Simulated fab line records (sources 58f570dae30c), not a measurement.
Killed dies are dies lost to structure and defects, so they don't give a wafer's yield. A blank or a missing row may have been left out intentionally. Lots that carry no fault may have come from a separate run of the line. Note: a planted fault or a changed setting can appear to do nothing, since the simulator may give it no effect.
Check for tools in common / flow berkeleyCmos170 / 36 wafers sampled across 12 lots

## WHY IT WAS OPENED
Of 12 lots, 2 have the reading PWELL_NITRIDE_THK flagged at UCB170_PWELL_THK_MEAS_06. Fault-free wafers read 220.5 nm, with a standard deviation of 1.8.
Rule: a lot is flagged in two cases, either no wafer of it has a number, or all its wafers with numbers fall more than 4 standard deviations from that mean. The other lots count as sound.

lot=L617; measured=day 3 01:37; on=filmMetro-04; PWELL_NITRIDE_THK (nm), wafer by wafer=224.6 223.5 224.1; flag=
lot=L618; measured=day 3 01:37; on=filmMetro-02; PWELL_NITRIDE_THK (nm), wafer by wafer=222.8 223.4 222.1; flag=
lot=L619; measured=day 3 11:08; on=filmMetro-02; PWELL_NITRIDE_THK (nm), wafer by wafer=223.8 222.6 222.7; flag=
lot=L620; measured=day 3 16:06; on=filmMetro-01; PWELL_NITRIDE_THK (nm), wafer by wafer=219.8 220.2 220.4; flag=
lot=L621; measured=day 3 17:23; on=filmMetro-01; PWELL_NITRIDE_THK (nm), wafer by wafer=220.1 221.9 221.9; flag=
lot=L622; measured=day 3 21:58; on=filmMetro-01; PWELL_NITRIDE_THK (nm), wafer by wafer=218.5 218.3 216.5; flag=
lot=L623; measured=day 4 12:37; on=filmMetro-01; PWELL_NITRIDE_THK (nm), wafer by wafer=219.1 221.1 221.4; flag=
lot=L626; measured=day 4 20:12; on=filmMetro-02; PWELL_NITRIDE_THK (nm), wafer by wafer=217.4 217.3 216.5; flag=
lot=L628; measured=day 5 10:01; on=filmMetro-04; PWELL_NITRIDE_THK (nm), wafer by wafer=323.5 324.1 324.0; flag=FLAGGED
lot=L629; measured=day 5 10:01; on=filmMetro-02; PWELL_NITRIDE_THK (nm), wafer by wafer=323.2 320.7 321.8; flag=FLAGGED
lot=L633; measured=day 6 11:17; on=filmMetro-01; PWELL_NITRIDE_THK (nm), wafer by wafer=220.0 220.6 217.7; flag=
lot=L639; measured=day 7 19:46; on=filmMetro-01; PWELL_NITRIDE_THK (nm), wafer by wafer=218.7 221.3 219.0; flag=
Average over the flagged lots: 322.9 nm; offset from the usual +102.4 nm, equal to +57 standard deviations.

## WHICH TOOL RAN EACH LOT
The record keeps 1 process step preceding the reading, out of 331 steps on the route. Every cell lists first the tool, next ch and the chambers used by the sampled wafers, and last the start.
lot=L617; flag=; UCB170_PWELL_CVD_05=lpcvd-01 ch 0, day 2 23:41
lot=L618; flag=; UCB170_PWELL_CVD_05=lpcvd-01 ch 0, day 2 23:41
lot=L619; flag=; UCB170_PWELL_CVD_05=lpcvd-01 ch 0, day 3 08:15
lot=L620; flag=; UCB170_PWELL_CVD_05=lpcvd-01 ch 1, day 3 13:14
lot=L621; flag=; UCB170_PWELL_CVD_05=lpcvd-02 ch 0, day 3 15:26
lot=L622; flag=; UCB170_PWELL_CVD_05=lpcvd-02 ch 0, day 3 20:04
lot=L623; flag=; UCB170_PWELL_CVD_05=lpcvd-02 ch 0, day 4 10:42
lot=L626; flag=; UCB170_PWELL_CVD_05=lpcvd-01 ch 0, day 4 18:16
lot=L628; flag=FLAGGED; UCB170_PWELL_CVD_05=lpcvd-01 ch 0, day 5 08:05
lot=L629; flag=FLAGGED; UCB170_PWELL_CVD_05=lpcvd-01 ch 0, day 5 08:05
lot=L633; flag=; UCB170_PWELL_CVD_05=lpcvd-02 ch 1, day 6 09:23
lot=L639; flag=; UCB170_PWELL_CVD_05=lpcvd-02 ch 1, day 7 16:53
What these steps do:
- UCB170_PWELL_CVD_05: deposits Si3N4 from SiH2Cl2/NH3, target thk 220 nm, time 3300 s.
- UCB170_PWELL_THK_MEAS_06

## FLAGGED OVER TOTAL, TOOL BY TOOL (the gauges that took the reading come last)
step=UCB170_PWELL_CVD_05; tool=lpcvd-01; lots run=7; flagged=2; share of the flagged lots=all; sound lots run after its first flagged lot=0
step=UCB170_PWELL_CVD_05; tool=lpcvd-02; lots run=5; flagged=0; share of the flagged lots=none; sound lots run after its first flagged lot=-
step=UCB170_PWELL_THK_MEAS_06; tool=filmMetro-01; lots run=6; flagged=0; share of the flagged lots=none; sound lots run after its first flagged lot=-
step=UCB170_PWELL_THK_MEAS_06; tool=filmMetro-02; lots run=4; flagged=1; share of the flagged lots=some; sound lots run after its first flagged lot=0
step=UCB170_PWELL_THK_MEAS_06; tool=filmMetro-04; lots run=2; flagged=1; share of the flagged lots=some; sound lots run after its first flagged lot=0

## WHAT THE TABLE ALLOWS
Rows of the table that ran each flagged lot: 1, that is lpcvd-01 at UCB170_PWELL_CVD_05.
- lpcvd-01 at UCB170_PWELL_CVD_05: 2 of its 7 lots flagged. It ran its last sound lot, L626, at day 4 18:16 and its first flagged lot, L628, at day 5 08:05: a fault with its onset between the two fits. Its own readings lie more than 4 standard deviations out on every wafer of the flagged lots: spikeTcCentreC, spikeTcLoadC, spikeTcSourceC, susceptorTempC.
lpcvd-01 at UCB170_PWELL_CVD_05 is the single tool remaining.

## WHAT HAD BEEN PUT IN BY THE SIMULATOR
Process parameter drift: lpcvd-01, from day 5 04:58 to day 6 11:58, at UCB170_PWELL_CVD_05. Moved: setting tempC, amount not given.
Lots struck among those shown: L628, L629. This agrees with what the rule above found.
